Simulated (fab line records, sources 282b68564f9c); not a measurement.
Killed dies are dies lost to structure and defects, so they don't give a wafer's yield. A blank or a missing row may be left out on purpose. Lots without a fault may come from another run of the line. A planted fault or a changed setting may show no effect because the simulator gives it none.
Split-lot experiment | flow rit_cmos | 5 lots, 23 wafers read, on a route of 202 steps

THE SPLIT
At RIT_NWELL_IMPLANT_08, the setting energy_kev was moved away from the recipe's 170 on 12 of the 23 wafers read, by -5.0% to -1.6%. The other wafers ran this setting at the recipe's value.

The reading is taken at the split's own step.

THE READING
implant.drp_nm (the simulator's own value, which no gauge read), in nm, at RIT_NWELL_IMPLANT_08. The file gives no usual value for it.

wafer  | tool, chamber at the split | energy_kev as run | against the recipe | implant.drp_nm, nm | against lot-mates on the recipe
L074.1 | implanter-03, 0            | 164.3             | -3.4%              | 67.12              | -1.70
L074.2 | implanter-03, 0            | 164.3             | -3.4%              | 67.12              | -1.70
L074.3 | implanter-03, 0            | 164.3             | -3.4%              | 67.12              | -1.70
L074.4 | implanter-03, 0            | 170               | recipe             | 68.82              | -
L074.6 | implanter-03, 0            | 170               | recipe             | 68.82              | -
L076.1 | implanter-02, 0            | 170               | recipe             | 68.82              | -
L076.3 | implanter-02, 0            | 170               | recipe             | 68.82              | -
L076.2 | implanter-02, 0            | 167.2             | -1.6%              | 67.98              | -0.84
L076.5 | implanter-02, 0            | 167.2             | -1.6%              | 67.98              | -0.84
L076.6 | implanter-02, 0            | 167.2             | -1.6%              | 67.98              | -0.84
L080.2 | implanter-03, 0            | 170               | recipe             | 68.82              | -
L080.3 | implanter-03, 0            | 170               | recipe             | 68.82              | -
L080.6 | implanter-03, 0            | 170               | recipe             | 68.82              | -
L083.1 | implanter-03, 0            | 163.8             | -3.6%              | 66.97              | -1.85
L083.2 | implanter-03, 0            | 163.8             | -3.6%              | 66.97              | -1.85
L083.3 | implanter-03, 0            | 163.8             | -3.6%              | 66.97              | -1.85
L083.5 | implanter-03, 0            | 170               | recipe             | 68.82              | -
L083.6 | implanter-03, 0            | 170               | recipe             | 68.82              | -
L084.2 | implanter-02, 0            | 161.5             | -5.0%              | 66.28              | -2.54
L084.4 | implanter-02, 0            | 161.5             | -5.0%              | 66.28              | -2.54
L084.5 | implanter-02, 0            | 161.5             | -5.0%              | 66.28              | -2.54
L084.3 | implanter-02, 0            | 170               | recipe             | 68.82              | -
L084.6 | implanter-02, 0            | 170               | recipe             | 68.82              | -

THE FIT
A straight line over all 23 wafers: implant.drp_nm changes by +0.508 nm for each +1% of energy_kev; r = +1.00; the points scatter about the line by 0.0019 nm.
The same after taking each lot's own level away (the mean of its wafers on the recipe; 23 wafers): +0.508 nm for each +1%; r = +1.00; scatter 0.0019 nm.
On that fit, the largest move of energy_kev shifts the reading by 2.5 nm.
The lots' own levels span 68.820 to 68.820 nm.
So the lot-to-lot level changes the slope little: the two slopes agree.
Check: with one of the wafers moved furthest among these (-5.0%) left out of the fit, the line predicts -2.54 nm for it against its lot-mates. It came out at -2.54 nm against them.

OTHER SPLITS ON THESE WAFERS
These wafers also went through other splits before the reading. Each is held against what the fit with the lots' levels taken away leaves over:
other split on the same wafers    | wafers away from the commonest value | r with implant.drp_nm (lot level and that fit taken away)
RIT_ACTIVE_CVD_03 temp_c          | 18                                   | +0.68
RIT_ACTIVE_COAT_06 spin_rpm       | 7                                    | -0.42
RIT_ACTIVE_ETCH_13 pressure_mtorr | 15                                   | -0.74
RIT_FOX1_WET_ETCH_02 time_s       | 18                                   | -0.39

THE WHOLE CHAIN: every reading that the file lists as answering this split, in the file's order
step                 | what it does | reading                                                         | change (the file's fit)               | r (the file's)
RIT_NWELL_IMPLANT_08 |              | implant.rp_nm (the simulator's own value, which no gauge read)  | +2.2 nm for each +1% of the setting   | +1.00
RIT_NWELL_IMPLANT_08 |              | implant.drp_nm (the simulator's own value, which no gauge read) | +0.509 nm for each +1% of the setting | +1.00

THE FILE'S OWN FIT
implant.drp_nm changes by +0.509 nm for each +1% of energy_kev, r = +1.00.
